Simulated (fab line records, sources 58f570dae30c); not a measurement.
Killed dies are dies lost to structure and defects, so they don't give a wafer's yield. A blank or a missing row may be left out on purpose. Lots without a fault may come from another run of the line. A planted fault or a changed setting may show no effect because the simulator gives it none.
Problem report in the 8D (eight disciplines) form, filled by code | flow berkeley_cmos170 | the parts of the form that need people (team, actions taken, sign-off) are left out

1. THE PROBLEM
V2_TEOS_THK at UCB170_V2_THK_MEAS_01 reads a mean of 2223 nm on 3 wafers of 2 lots; wafers without a fault read 1988 nm with a standard deviation of 23. That is +10 standard deviations from the usual mean.
First seen on wafer L659.3, day 11 08:22, on film_metro-02. The record holds 42 wafers of 14 lots with a number at this step. Rule for "out", or "out of limits": more than 4 standard deviations from the usual mean. The other wafers with a number count as sound.

2. WHAT IT IS AND WHAT IT IS NOT
question                    | is                           | is not
which readings at this step | V2_TEOS_THK                  | -
which lots                  | L659, L663                   | L641, L642, L643, L644, L646, L647, L648, L649, L650, L651, L652, L654
which wafers of those lots  | L659.3, L659.6, L663.4       | L659.4, L663.3, L663.5
read on which gauges        | film_metro-01, film_metro-02 | film_metro-03
when                        | from day 11 08:22            | up to then (37 sound wafers); but 2 sound wafers of L663 came after

3. SUSPECTS, AND WHAT RULES EACH OUT
Counting: a tool at a process step up to the reading stays a suspect if it ran every lot that is out. Sound lots after the first of them don't rule it out here, since some wafers of a struck lot are sound.
- the gauge at UCB170_V2_THK_MEAS_01: ruled out. The wafers that are out were read on 2 gauges (film_metro-01, film_metro-02).
- plasma_asher-04 at UCB170_V1_STRIP_15 (strips in O2): kept. It ran every lot that is out, first L659 (day 11 03:38); its last sound lot up to then is L648 (day 9 08:24).
- plasma_asher-01 at UCB170_M2_STRIP_19 (strips in O2): kept. It ran every lot that is out, first L659 (day 11 08:01); its last sound lot up to then is L654 (day 11 07:26).
- pecvd-02 at UCB170_V2_CVD_00 (deposits SiO2 from TEOS/O2, target thk 2000 nm, time 250 s): kept. It ran every lot that is out, first L659 (day 11 08:12); its last sound lot up to then is L654 (day 11 07:39). Its own readings are out on those wafers: rf_fwd_power_W.
- Within pecvd-02 at UCB170_V2_CVD_00: the wafers that are out ran in chamber 0; their sound lot-mates ran in chambers 1, 2.
Left after counting: plasma_asher-04 at UCB170_V1_STRIP_15, plasma_asher-01 at UCB170_M2_STRIP_19, pecvd-02 at UCB170_V2_CVD_00.

4. THE CAUSE (what the simulator had put in)
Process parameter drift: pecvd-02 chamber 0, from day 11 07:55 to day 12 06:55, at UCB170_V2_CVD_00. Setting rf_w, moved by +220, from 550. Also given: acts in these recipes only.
Counting left 3 suspects, and this tool is among them.

5. THE CHAIN OF EFFECTS, in route order
Each row: a reading whose mean over the struck wafers that have a number lies more than 3 standard deviations from the usual. Only readings for which the record gives a usual standard deviation are gone through. hours: the time from each lot's start at the first step in this table that gives one to its start at this step, as a median over the lots. sigmas: the change in usual standard deviations.
hours | step                  | reading        | usual   | on struck wafers | change | sigmas
0     | UCB170_V2_CVD_00      | rf_fwd_power_W | 548.9 W | 768.0            | +219.1 | +99 or more
0     | UCB170_V2_THK_MEAS_01 | V2_TEOS_THK    | 1988 nm | 2223             | +235   | +10
The process steps in it:
- UCB170_V2_CVD_00: deposits SiO2 from TEOS/O2, target thk 2000 nm, time 250 s.

6. WHAT WOULD HAVE CAUGHT IT SOONER
In this record the first reading out of limits at a measuring or inspecting step was taken at day 11 08:22, 0 hours after the fault began at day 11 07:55.
The tool's own readings at UCB170_V2_CVD_00 were out on every struck wafer that the step has a row for (rf_fwd_power_W): an alarm limit on them would have fired on the first of those.
Of the lots that are out (2), L663 began UCB170_V2_CVD_00 on pecvd-02 after day 11 08:22. A hold on the tool at that time would have spared it.
